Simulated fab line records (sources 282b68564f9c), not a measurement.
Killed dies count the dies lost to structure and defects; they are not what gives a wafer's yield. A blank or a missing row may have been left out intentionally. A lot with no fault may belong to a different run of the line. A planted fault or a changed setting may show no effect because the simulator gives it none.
Split-lot trial / flow ritCmos / route with 202 steps; 5 lots, 23 wafers read

## SPLIT DETAILS
At RIT_NSD_IMPLANT_08, the setting energyKev was moved away from the recipe's 25 on 4 of the 23 wafers read, by -4.1% to +5.4%. The other wafers ran this setting at the recipe's value.

## FROM THE SPLIT ON TO THE READING: in between, the file shows 1 step
- RIT_NSD_STRIP_09: strips in O2, time 180 s

## THE READING
NSD_TW, at RIT_NSD_TW_MEAS_10. Fault-free wafers of this fab line usually give 3123, standard deviation 15.

wafer=L076.1; tool, chamber at the split=implanter-04, 0; energyKev as run=25; against the recipe=recipe; NSD_TW=3115; against lot-mates on the recipe=-
wafer=L076.2; tool, chamber at the split=implanter-04, 0; energyKev as run=25; against the recipe=recipe; NSD_TW=3111; against lot-mates on the recipe=-
wafer=L076.4; tool, chamber at the split=implanter-04, 0; energyKev as run=26.36; against the recipe=+5.4%; NSD_TW=3155; against lot-mates on the recipe=+39
wafer=L076.5; tool, chamber at the split=implanter-04, 0; energyKev as run=25; against the recipe=recipe; NSD_TW=3123; against lot-mates on the recipe=-
wafer=L076.6; tool, chamber at the split=implanter-04, 0; energyKev as run=26.36; against the recipe=+5.4%; NSD_TW=3150; against lot-mates on the recipe=+34
wafer=L077.1; tool, chamber at the split=implanter-04, 0; energyKev as run=25; against the recipe=recipe; NSD_TW=3135; against lot-mates on the recipe=-
wafer=L077.2; tool, chamber at the split=implanter-04, 0; energyKev as run=25; against the recipe=recipe; NSD_TW=3127; against lot-mates on the recipe=-
wafer=L077.3; tool, chamber at the split=implanter-04, 0; energyKev as run=25; against the recipe=recipe; NSD_TW=3137; against lot-mates on the recipe=-
wafer=L077.5; tool, chamber at the split=implanter-04, 0; energyKev as run=25; against the recipe=recipe; NSD_TW=3130; against lot-mates on the recipe=-
wafer=L077.6; tool, chamber at the split=implanter-04, 0; energyKev as run=25; against the recipe=recipe; NSD_TW=3144; against lot-mates on the recipe=-
wafer=L078.2; tool, chamber at the split=implanter-04, 0; energyKev as run=25; against the recipe=recipe; NSD_TW=3117; against lot-mates on the recipe=-
wafer=L078.3; tool, chamber at the split=implanter-04, 0; energyKev as run=25; against the recipe=recipe; NSD_TW=3113; against lot-mates on the recipe=-
wafer=L078.4; tool, chamber at the split=implanter-04, 0; energyKev as run=25; against the recipe=recipe; NSD_TW=3116; against lot-mates on the recipe=-
wafer=L078.5; tool, chamber at the split=implanter-04, 0; energyKev as run=23.98; against the recipe=-4.1%; NSD_TW=3092; against lot-mates on the recipe=-23
wafer=L078.6; tool, chamber at the split=implanter-04, 0; energyKev as run=23.98; against the recipe=-4.1%; NSD_TW=3084; against lot-mates on the recipe=-31
wafer=L080.2; tool, chamber at the split=implanter-03, 0; energyKev as run=25; against the recipe=recipe; NSD_TW=3131; against lot-mates on the recipe=-
wafer=L080.3; tool, chamber at the split=implanter-03, 0; energyKev as run=25; against the recipe=recipe; NSD_TW=3124; against lot-mates on the recipe=-
wafer=L080.5; tool, chamber at the split=implanter-03, 0; energyKev as run=25; against the recipe=recipe; NSD_TW=3109; against lot-mates on the recipe=-
wafer=L081.1; tool, chamber at the split=implanter-03, 0; energyKev as run=25; against the recipe=recipe; NSD_TW=3137; against lot-mates on the recipe=-
wafer=L081.2; tool, chamber at the split=implanter-03, 0; energyKev as run=25; against the recipe=recipe; NSD_TW=3118; against lot-mates on the recipe=-
wafer=L081.3; tool, chamber at the split=implanter-03, 0; energyKev as run=25; against the recipe=recipe; NSD_TW=3136; against lot-mates on the recipe=-
wafer=L081.4; tool, chamber at the split=implanter-03, 0; energyKev as run=25; against the recipe=recipe; NSD_TW=3125; against lot-mates on the recipe=-
wafer=L081.5; tool, chamber at the split=implanter-03, 0; energyKev as run=25; against the recipe=recipe; NSD_TW=3135; against lot-mates on the recipe=-

FIT RESULTS
A straight line over all 23 wafers: NSD_TW changes by +6.54 for each +1% of energyKev; r = +0.80; the points scatter about the line by 10.
The same after taking each lot's own level away (the mean of its wafers on the recipe; 23 wafers): +6.67 for each +1%; r = +0.91; scatter 6.3.
That fit puts the effect of the largest move of energyKev on the reading at 36.
Measured against the standard deviation above, the lots' own levels, which go from 3115.3 to 3134.6, span 1.3 times it.
So the lot-to-lot level blurs the effect unless lot-mates are compared.
Check: for one of the wafers moved furthest among these (+5.4%), held out of the fit, the line's prediction against its lot-mates is +34.9. It came out at +38.7 against them.

## THE OTHER SPLITS THESE WAFERS WENT THROUGH
Note: prior to the reading, these wafers also went through further splits. Each is held against what the fit with the lots' levels taken away leaves over:
other split on the same wafers=RIT_PLDD_IMPLANT_08 doseCm2; wafers away from the commonest value=10; r with NSD_TW (lot level and that fit taken away)=+0.02
other split on the same wafers=RIT_NSD_COAT_01 spinRpm; wafers away from the commonest value=7; r with NSD_TW (lot level and that fit taken away)=-0.01

## THE WHOLE CHAIN: every reading that the file lists as answering this split, in the file's order
step=RIT_NSD_IMPLANT_08; what it does=; reading=implant.drpNm (the simulator's own value, which no gauge read); change (the file's fit)=+0.0892 nm for each +1% of the setting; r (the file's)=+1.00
step=RIT_NSD_TW_MEAS_10; what it does=; reading=NSD_TW; change (the file's fit)=+6.68 for each +1% of the setting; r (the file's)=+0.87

## THE FILE'S OWN FIT
NSD_TW changes by +6.68 for each +1% of energyKev, r = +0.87.
